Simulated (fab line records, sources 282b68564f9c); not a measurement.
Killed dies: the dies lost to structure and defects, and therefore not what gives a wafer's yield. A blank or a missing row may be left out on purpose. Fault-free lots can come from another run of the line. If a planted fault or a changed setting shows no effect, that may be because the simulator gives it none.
fab line records + flow rit-cmos
record
- lots=14
- wafers=42
- last-day=7
route steps=202 shown GATE@95
lots that met no fault: from a run of the same line without faults
start-h: the number of hours between the record's first day and the start of the first shown wafer of the lot + wait-h: how many hours have passed since the lot's step before this one + " the same as in the row above + L1.1+2: a single row standing in for several wafers + - no value, or no start was given + * or withheld: withheld + < > ~ a bound
route shown NAME@n: NAME is a module with steps in the file, n the number in the route of the first one + usual: mean and standard deviation over wafers with no fault + same: alike in all rows + chamber/n: place in a boat + sites: the reading at each site + _std_site: the standard deviation of these + _edge_site: outer sites' mean less inner sites' + radius-mm: how far each site lies from the wafer's centre + mask NAME#n: copy n + behind: the tool/chamber that last shaped the wafer + hold: what put the lot on hold/how long, in hours/how the hold closed + device: the n, p or np transistor that did not switch + end of line: tests run on the same wafers once the route is complete + where a step has no rows: the recipe by itself + killed: dies that structure and defects cost at the first sort, which is not the same as the wafer's yield + map: shows each die of a wafer: x if killed, . if not, _ if none is there
set.NAME: the setting as run; set.NAME@STEP: as run at that earlier step + model.NAME: the simulator's own value behind a step, which no gauge read
the route's steps for a sample of lots (tables are steps, rows are wafers)
services: a tool's chamber out of use, with start hour (start-h, from the record's first day; less than 0 if before it), hours out, and reason
## steps
# step RIT_GATE_ETCH_19
# recipe
- chemistry=SF6/CHF3/O2
- time-s=165
- SF6_flow_sccm=30
- CHF3_flow_sccm=30
- O2_flow_sccm=5
- target=poly-Si
- pressure-mtorr=40
- rf-w=160
- target-depth-a=3125
- over-etch-frac=0.25
- stop-on=SiO2
# usual
- CHF3_flow_sccm=30.00/0.1
- drypump-motor-current-A=5.8/0.45
- oes-product-au=0.844/0.013
- rf-fwd-power-W=159.4/0.49
- throttle-valve-pct=10.31/0.15
# same
- over-etch-frac=0.25
| lot.wafer | tool      | chamber | start-h | wait-h | CHF3_flow_sccm | drypump-motor-current-A | oes-product-au | rf-fwd-power-W | rf-hours-counter-h | throttle-valve-pct |
|-----------|-----------|---------|---------|--------|----------------|-------------------------|----------------|----------------|--------------------|--------------------|
| L967.3    | rie-si-01 | 0       | 44.81   | 0.1    | 30.07          | 4.9                     | 0.837          | 159.2          | 77                 | 10.23              |
| L967.5    | "         | 3       | "       | "      | 30.06          | 6.0                     | 0.857          | 159.1          | -                  | 10.35              |
| L967.6    | "         | 2       | "       | "      | 30.08          | 6.1                     | 0.852          | 158.7          | -                  | 10.22              |
| L968.1    | rie-si-02 | 3       | 50.74   | 0.1    | 30.10          | 6.2                     | 0.833          | 159.9          | 125                | 10.57              |
| L968.2    | "         | 0       | "       | "      | 29.95          | 5.8                     | 0.865          | 159.7          | 160                | 10.13              |
| L968.4    | "         | 1       | "       | "      | 29.90          | 6.3                     | 0.839          | 160.2          | 41                 | 10.38              |
| L969.2    | rie-si-01 | 3       | 54.11   | 0.1    | 30.15          | 6.0                     | 0.868          | 158.7          | 5                  | 10.36              |
| L969.3    | "         | 0       | "       | "      | 30.00          | 4.9                     | 0.835          | 159.0          | 77                 | 10.24              |
| L969.6    | "         | 0       | "       | "      | 30.00          | 4.9                     | 0.844          | 158.7          | -                  | 10.24              |
| L970.2    | rie-si-02 | 0       | 61.19   | 0.1    | 30.01          | 5.8                     | 0.848          | 159.4          | 160                | 10.16              |
| L970.3    | "         | 3       | "       | "      | 30.03          | 6.2                     | 0.831          | 159.1          | 125                | 10.58              |
| L970.5    | "         | 3       | "       | "      | 30.02          | 6.2                     | 0.808          | 158.7          | -                  | 10.57              |
| L971.1    | rie-si-01 | 0       | 62.76   | 0.1    | 30.04          | 4.9                     | 0.844          | 159.4          | 77                 | 10.25              |
| L971.3    | "         | 3       | "       | "      | 29.95          | 6.0                     | 0.874          | 159.7          | 5                  | 10.36              |
| L971.6    | "         | 3       | "       | "      | 30.00          | 6.0                     | 0.862          | 159.5          | -                  | 10.35              |
| L972.3    | rie-si-02 | 2       | 67.58   | 0.1    | 30.09          | 6.0                     | 0.839          | 159.1          | 1                  | 10.45              |
| L972.4    | "         | 1       | "       | "      | 30.15          | 6.3                     | 0.835          | 159.9          | -                  | 10.37              |
| L972.5    | "         | 2       | "       | "      | 29.99          | 6.0                     | 0.843          | 158.9          | -                  | 10.45              |
| L974.1    | rie-si-01 | 3       | 76.63   | 0.1    | 29.80          | 6.0                     | 0.860          | 160.3          | 6                  | 10.36              |
| L974.4    | "         | 2       | "       | "      | 29.99          | 6.1                     | 0.840          | 159.0          | 92                 | 10.22              |
| L974.6    | "         | 2       | "       | "      | 29.90          | 6.1                     | 0.850          | 159.7          | -                  | 10.22              |
| L975.2    | rie-si-01 | 3       | 79.26   | 0.1    | 30.02          | 5.9                     | 0.867          | 160.0          | 6                  | 10.36              |
| L975.4    | "         | 1       | "       | "      | 29.93          | 5.5                     | 0.842          | 159.5          | 150                | 10.03              |
| L975.5    | "         | 3       | "       | "      | 29.69          | 6.0                     | 0.868          | 160.3          | -                  | 10.35              |
| L976.1    | rie-si-02 | 2       | 90.69   | 0.1    | 29.83          | 6.0                     | 0.839          | 159.9          | 1                  | 10.45              |
| L976.3    | "         | 0       | "       | "      | 29.97          | 5.7                     | 0.853          | 159.1          | 0                  | 10.14              |
| L976.6    | "         | 0       | "       | "      | 30.09          | 5.7                     | 0.863          | 159.5          | -                  | 10.13              |
| L977.3    | rie-si-01 | 2       | 93.11   | 0.1    | 29.93          | 6.1                     | 0.851          | 159.5          | 92                 | 10.22              |
| L977.5    | "         | 3       | "       | "      | 30.12          | 5.9                     | 0.871          | 159.1          | -                  | 10.37              |
| L977.6    | "         | 0       | "       | "      | 29.97          | 4.9                     | 0.853          | 159.4          | -                  | 10.23              |
| L978.1    | rie-si-02 | 2       | 98.12   | 0.1    | 30.09          | 6.0                     | 0.838          | 159.5          | 1                  | 10.45              |
| L978.3    | "         | 0       | "       | "      | 29.95          | 5.7                     | 0.865          | 158.9          | 0                  | 10.14              |
| L978.4    | "         | 1       | "       | "      | 30.14          | 6.3                     | 0.838          | 159.8          | 41                 | 10.38              |
| L979.2    | rie-si-01 | 1       | 103.45  | 0.1    | 29.91          | 5.5                     | 0.842          | 160.2          | 151                | 10.03              |
| L979.5    | "         | 0       | "       | "      | 30.06          | 4.9                     | 0.842          | 159.2          | -                  | 10.24              |
| L979.6    | "         | 3       | "       | "      | 29.94          | 6.0                     | 0.871          | 159.0          | -                  | 10.36              |
| L983.1    | rie-si-01 | 2       | 117.81  | 0.1    | 30.02          | 6.1                     | 0.838          | 184.7          | 92                 | 10.22              |
| L983.2    | "         | 3       | "       | "      | 30.19          | 5.9                     | 0.865          | 185.7          | 6                  | 10.36              |
| L983.4    | "         | 3       | "       | "      | 30.12          | 5.9                     | 0.861          | 185.5          | -                  | 10.35              |
| L985.2    | rie-si-01 | 2       | 136.71  | 0.1    | 30.01          | 6.1                     | 0.839          | 185.4          | 92                 | 10.23              |
| L985.5    | "         | 1       | "       | "      | 30.09          | 5.5                     | 0.844          | 184.6          | -                  | 10.02              |
| L985.6    | "         | 2       | "       | "      | 30.04          | 6.0                     | 0.840          | 185.0          | -                  | 10.21              |
## services
| tool      | chamber | start-h | hours | kind           |
|-----------|---------|---------|-------|----------------|
| rie-si-02 | 0       | 64.83   | -     | clean          |
| rie-si-02 | 0       | 64.83   | 19.3  | scheduled-down |
| rie-si-02 | 0       | 64.83   | 19.3  | vent-cycle     |
| rie-si-01 | 3       | 80.10   | 4.3   | repair         |
| rie-si-01 | 1       | 106.31  | -     | clean          |
| rie-si-01 | 1       | 106.31  | 15.3  | scheduled-down |
| rie-si-01 | 1       | 106.31  | 15.3  | vent-cycle     |
| rie-si-02 | -       | 134.77  | 2.8   | pm             |
## key
first-sign
- step=RIT_GATE_ETCH_19
- reading=rf-fwd-power-W
- direction=up
- sigmas=52
- usual=159.4
- struck=185.1
effect none on later readings
met-at RIT_GATE_ETCH_19
struck-lots L983,L985
tester-left-out L983,L985
onset-between 103.45 117.81
fault
- kind=process-parameter-drift
- tool=rie-si-01
- chamber=-
- onset-h=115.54
- steps=RIT_GATE_ETCH_19
- channel=rf-w
- offset=25.6
- shape=step
- end-h=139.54
- stated=160
# tester-left-out: of these lots the tester's yield and bins aren't shown, on N5 and GAA mostly nor the transistor test; their killed dies are dies lost to structure and defects alone, not to doping, threshold or leakage, so they don't give the yield
